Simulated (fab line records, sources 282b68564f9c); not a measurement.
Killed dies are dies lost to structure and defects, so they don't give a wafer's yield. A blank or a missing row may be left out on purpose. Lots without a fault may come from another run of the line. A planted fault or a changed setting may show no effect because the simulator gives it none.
A struck lot beside a sound one | flow rit_cmos | 15 steps out of a route of 202
Sound: wafers L259.1, L259.3, L259.5. Struck: wafers L271.2, L271.6. (L271.5 of the same lot was not struck and is left out.) The cause comes at the end.
At each step with rows: each side's tool, then ch and its chambers, then its first start. Under that, the readings that differ: sound wafers | struck wafers | difference of the means | sigmas: that difference in standard deviations of wafers without a fault.
alike: readings whose means differ by less than 2 such deviations, and words and numbers that are the same on both sides. not compared: withheld readings, readings that some wafer has no value for, bounds like >300 that may hide the same value, and numbers for which the record gives no deviation and whose values overlap.
The two part at a step that has a row with sigmas, a row that says differs or no value, or rows on one side only. Numbers that don't overlap but have no deviation are shown without sigmas and don't part them. A reading that every wafer of one side lacks parts them only if that side has two wafers or more.

RIT_M1_SPUTTER_00: material Al, target thk 400 nm, time 500 s.
  sound on pvd_sputter-02, day 3 20:04; struck on pvd_sputter-03, day 6 00:25
  alike: throttle_valve_pct
RIT_M1_RS_MEAS_01: measures by four-point-probe.
  sound on film_metro-04, day 3 20:22; struck on film_metro-04, day 6 00:46
  alike: M1_AL_RS
RIT_M1_THK_MEAS_02: measures by xrf.
  sound on film_metro-04, day 3 20:29; struck on film_metro-04, day 6 00:52
  alike: M1_AL_THK
then, 6 steps without rows for these wafers: RIT_M1_HMDS_03 (prime time 60 s); RIT_M1_COAT_04 (resist thk 1300 nm); RIT_M1_SOFTBAKE_05 (time 60 s); RIT_M1_EXPOSE_06 (exposes mask M12, target cd 2600 nm); RIT_M1_PEB_07; RIT_M1_DEVELOP_08 (develop time 69.05 s).
RIT_M1_CD_MEAS_09: target cd 2600 nm.
  sound on cd_sem-02, day 3 21:47; struck on cd_sem-02, day 6 01:49
  alike: cd_nm
RIT_M1_OVL_MEAS_10:
  sound on overlay-01, day 3 21:54; struck on overlay-02, day 6 01:56
  alike: M1_OVL
then, 1 step without rows for these wafers: RIT_M1_HARDBAKE_11 (time 120 s).
RIT_M1_METAL_ETCH_12: etches Al in Cl2/BCl3, stops on SiO2, time 165 s, target depth 600 nm.
  sound on rie_metal-03 ch 1, day 3 22:17; struck on rie_metal-03 ch 1, day 6 02:13
  reading                                 | sound              | struck        | difference | sigmas
  chamber_pressure_mTorr (mTorr)          | 100.12 99.99 99.99 | 149.88 150.09 | +49.95     | +99 or more
  model.NOVOLAK_of_M1_COAT_04.thk_nm (nm) | 810.7 808.6 809.5  | 792 794       | -17        |
  alike: drypump_motor_current_A, oes_product_au, throttle_valve_pct
  not compared: rf_hours_counter_h
then, 1 step without rows for these wafers: RIT_M1_STRIP_13 (strips in nmp, time 600 s).
RIT_M1_PROBE_99:
  sound on prober-02, day 4 00:32; struck on prober-02, day 6 04:41
  reading                                    | sound             | struck      | difference | sigmas
  model.etest.contact_to_gate.bv_left_v (V)  | 89.26 87.65 86.58 | 97.56 98.56 | +10.23     |
  model.etest.contact_to_gate.bv_right_v (V) | 93.14 89.81 93.46 | 97.02 97.78 | +5.26      |
  alike: defect_limited_yield, killed_at_front_end, killed_dies, killed_open, killed_short, sort_bin_3_pad_short, sort_bin_5_function, sort_bin_6_memory, sort_n_pass, sort_yield_pct

WHERE THEY PART
Only at RIT_M1_METAL_ETCH_12, within this record. Later steps at which nothing parts them and some readings are alike: RIT_M1_PROBE_99.

WHY: what the simulator had put in
Process parameter drift: rie_metal-03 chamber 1, from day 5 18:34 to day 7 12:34, at RIT_M1_METAL_ETCH_12. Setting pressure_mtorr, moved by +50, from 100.
